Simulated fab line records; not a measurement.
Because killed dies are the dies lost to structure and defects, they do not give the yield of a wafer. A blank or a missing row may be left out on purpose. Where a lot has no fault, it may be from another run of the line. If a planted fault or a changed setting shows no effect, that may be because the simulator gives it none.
Which of the tools did it? | flow rit_cmos | Sampling: 7 lots, 21 wafers, 3 of 202 route steps

== WHAT THE GAUGES SHOWED, per wafer ==
RIT_SILICIDE_RS_MEAS_02: the measuring method here is four-point-probe.
lot  | measured    | on            | SILICIDE_TI_RS (ohm/sq)
L804 | day 3 18:36 | film_metro-02 | 49.4 49.5 49.4
L809 | day 4 19:07 | film_metro-01 | 49.1 40.4 50.2
L816 | day 6 07:04 | film_metro-01 | 49.2 49.2 49.6
L819 | day 6 20:16 | film_metro-02 | 49.6 49.7 49.9
L821 | day 7 06:38 | film_metro-01 | 49.5 49.1 49.6
L823 | day 7 16:15 | film_metro-04 | 49.0 49.3 48.8
L825 | day 7 23:35 | film_metro-01 | 48.9 48.9 49.1

== TOOL THAT RAN EACH LOT (tool first, then ch and the chambers of the sampled wafers, then the start) ==
lot  | RIT_NSD_STRIP_09                    | RIT_SILICIDE_SPUTTER_01
L804 | plasma_asher-03 ch 0,1, day 3 15:33 | pvd_sputter-03, day 3 18:26
L809 | plasma_asher-02 ch 0,1, day 4 16:14 | pvd_sputter-04, day 4 18:56
L816 | plasma_asher-02 ch 0,1, day 6 04:18 | pvd_sputter-02, day 6 06:54
L819 | plasma_asher-02 ch 1, day 6 17:29   | pvd_sputter-03, day 6 20:05
L821 | plasma_asher-01 ch 0,1, day 7 03:46 | pvd_sputter-03, day 7 06:29
L823 | plasma_asher-03 ch 0,1, day 7 13:21 | pvd_sputter-03, day 7 16:06
L825 | plasma_asher-01 ch 0,1, day 7 20:50 | pvd_sputter-03, day 7 23:25
- RIT_NSD_STRIP_09: strips in O2, time 180 s.
- RIT_SILICIDE_SPUTTER_01: material Ti, target thk 30 nm, time 240 s.

== THE ANSWER, worked out from the rows above alone ==
Rule: the usual values come from the lots themselves. The widest of any qualifying gaps counts: lots, ordered by their means at a reading, are off when they make up no more than a third of the lots, leave a main group of 4 or more, and stand apart from it by 3 or more times the standard deviation of that group's means. The tables above print the reading to a certain number of digits; a main group whose means all agree to those digits is not used. A lot without any number at a reading at which 4 lots or more have one is off too. All remaining lots with rows at the step are treated as sound.
Off: L809, seen at RIT_SILICIDE_RS_MEAS_02 (SILICIDE_TI_RS). Mean 49.3 ohm/sq and standard deviation 0.26 in the main group.
A tool fits if, at a process step before that reading, it ran every lot that is off, and no sound lot after the first of them. Gauges at RIT_SILICIDE_RS_MEAS_02: tried the same way as those tools. One fits: pvd_sputter-04 at RIT_SILICIDE_SPUTTER_01. It ran no sound lot before its first lot that is off in this sample, so the start can't be narrowed down.

== WHAT THE SIMULATOR PUT IN ==
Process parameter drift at RIT_SILICIDE_SPUTTER_01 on pvd_sputter-04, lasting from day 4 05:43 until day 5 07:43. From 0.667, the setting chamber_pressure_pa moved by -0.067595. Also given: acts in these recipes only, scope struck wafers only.
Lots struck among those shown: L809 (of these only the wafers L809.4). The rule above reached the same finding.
